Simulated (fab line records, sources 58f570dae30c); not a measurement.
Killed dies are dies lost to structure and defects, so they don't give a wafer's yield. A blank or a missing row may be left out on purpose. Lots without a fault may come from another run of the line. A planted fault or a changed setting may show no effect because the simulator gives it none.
Which tool did it? | flow berkeley_cmos170 | 14 lots, 42 wafers sampled, at 3 steps of a route of 331

WHAT THE GAUGES READ, wafer by wafer
UCB170_NLDD_TW_MEAS_11.
lot  | measured     | on            | NLDD_TW
L229 | day 7 09:59  | film_metro-04 | 2251 2236 2239
L230 | day 7 23:41  | film_metro-02 | 2206 2205 2216
L234 | day 8 09:25  | film_metro-02 | 2211 2199 2206
L232 | day 8 09:49  | film_metro-03 | 2185 2194 2191
L235 | day 9 09:27  | film_metro-03 | 2178 2185 2178
L243 | day 10 03:04 | film_metro-04 | 2254 2241 2237
L239 | day 10 03:28 | film_metro-03 | 2186 2194 2195
L237 | day 10 04:15 | film_metro-03 | 2177 2179 2177
L238 | day 10 04:22 | film_metro-03 | 2177 2172 2181
L241 | day 10 04:36 | film_metro-03 | 2188 2185 2186
L248 | day 11 11:19 | film_metro-04 | 2241 2232 2229
L252 | day 12 04:29 | film_metro-04 | 2253 2259 2256
L251 | day 12 04:32 | film_metro-02 | 2224 2203 2209
L250 | day 12 04:48 | film_metro-03 | 2184 2197 2186

UCB170_M1_OVL_MEAS_10.
lot  | measured     | on         | M1_OVL (nm)
L229 | day 8 04:31  | overlay-02 | -1 -3 -5
L230 | day 8 19:32  | overlay-02 | 3 -5 5
L234 | day 9 02:52  | overlay-01 | -2 7 0
L232 | day 9 03:25  | overlay-02 | -9 -9 -5
L235 | day 10 04:03 | overlay-01 | 0 2 -4
L243 | day 10 22:59 | overlay-02 | 1 1 6
L239 | day 11 01:26 | overlay-02 | -4 -2 -1
L237 | day 11 02:02 | overlay-02 | 6 5 10
L238 | day 11 03:42 | overlay-02 | -3 -3 1
L241 | day 11 03:26 | overlay-02 | -4 -1 10
L248 | day 12 07:05 | overlay-02 | 7 8 9
L252 | day 12 23:58 | overlay-02 | -2 -5 -3
L251 | day 13 00:14 | overlay-02 | 0 2 -4
L250 | day 13 01:08 | overlay-01 | 7 -2 3

WHICH TOOL RAN EACH LOT (tool, then ch and the chambers of the sampled wafers, then the start)
lot  | UCB170_M1_PEB_07
L229 | litho_track-03 ch 0, day 8 04:08
L230 | litho_track-04 ch 0, day 8 19:08
L234 | litho_track-04 ch 0, day 9 02:28
L232 | litho_track-04 ch 0, day 9 03:01
L235 | litho_track-03 ch 0, day 10 03:42
L243 | litho_track-03 ch 0, day 10 22:35
L239 | litho_track-02 ch 0, day 11 00:24
L237 | litho_track-03 ch 0, day 11 01:08
L238 | litho_track-04 ch 0, day 11 03:19
L241 | litho_track-03 ch 0, day 11 03:01
L248 | litho_track-04 ch 0, day 12 06:43
L252 | litho_track-02 ch 0, day 12 23:35
L251 | litho_track-02 ch 0, day 12 23:52
L250 | litho_track-04 ch 0, day 13 00:48
- UCB170_M1_PEB_07

WHAT THE TOOLS THEMSELVES READ (means of the sampled wafers that have a number; where no wafer has one, the mark that the record gives instead)
UCB170_M1_PEB_07.
lot  | tool           | heater_power_total_W (W)
L229 | litho_track-03 | 56.79
L230 | litho_track-04 | 56.82
L234 | litho_track-04 | 56.81
L232 | litho_track-04 | 56.76
L235 | litho_track-03 | 56.80
L243 | litho_track-03 | 56.82
L239 | litho_track-02 | 56.83
L237 | litho_track-03 | 57.63
L238 | litho_track-04 | 56.80
L241 | litho_track-03 | 57.64
L248 | litho_track-04 | 56.81
L252 | litho_track-02 | 56.84
L251 | litho_track-02 | 56.76
L250 | litho_track-04 | 56.80

THE ANSWER, worked out from the rows above alone
Rule: what is usual is taken from the lots themselves. Put in order of their means at a reading, lots are off if they are a third of the lots or fewer, leave a main group of 4 or more, and stand apart from it by a gap of 3 or more times the standard deviation of the main group's means; of several such gaps the widest counts. A main group whose means are all the same, to the digits that the tables above print for the reading, isn't used. A lot without any number at a reading at which 4 lots or more have one is off too. The other lots that the step has rows for count as sound. The gauges are gone through in route order, then the tools' own readings, and for those a lot's mean is taken as printed above. The first step at which some lot is off is used, and at that step the reading that is off furthest; a lot without a number counts as furthest.
Off: L237, L241, at UCB170_M1_PEB_07 (heater_power_total_W). The main group: mean 56.80 W, standard deviation 0.024.
A tool fits if, at that step or a process step before it, it ran every lot that is off, and no sound lot after the first of them. One fits: litho_track-03 at UCB170_M1_PEB_07. Its last sound lot is L243 (day 10 22:35), its first lot that is off L237 (day 11 01:08): a fault that began between those two fits.
The tool's own readings at UCB170_M1_PEB_07 bear it out: on the lots that are off they differ by more than 5 times the standard deviation of the sound lots' means. heater_power_total_W reads 57.64 W there against 56.80 W on the sound lots.

WHAT THE SIMULATOR HAD PUT IN
Process parameter drift: litho_track-03, from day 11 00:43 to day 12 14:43, at UCB170_M1_PEB_07. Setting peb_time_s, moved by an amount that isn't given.
Lots struck among those shown: L237, L241. The rule above found the same.
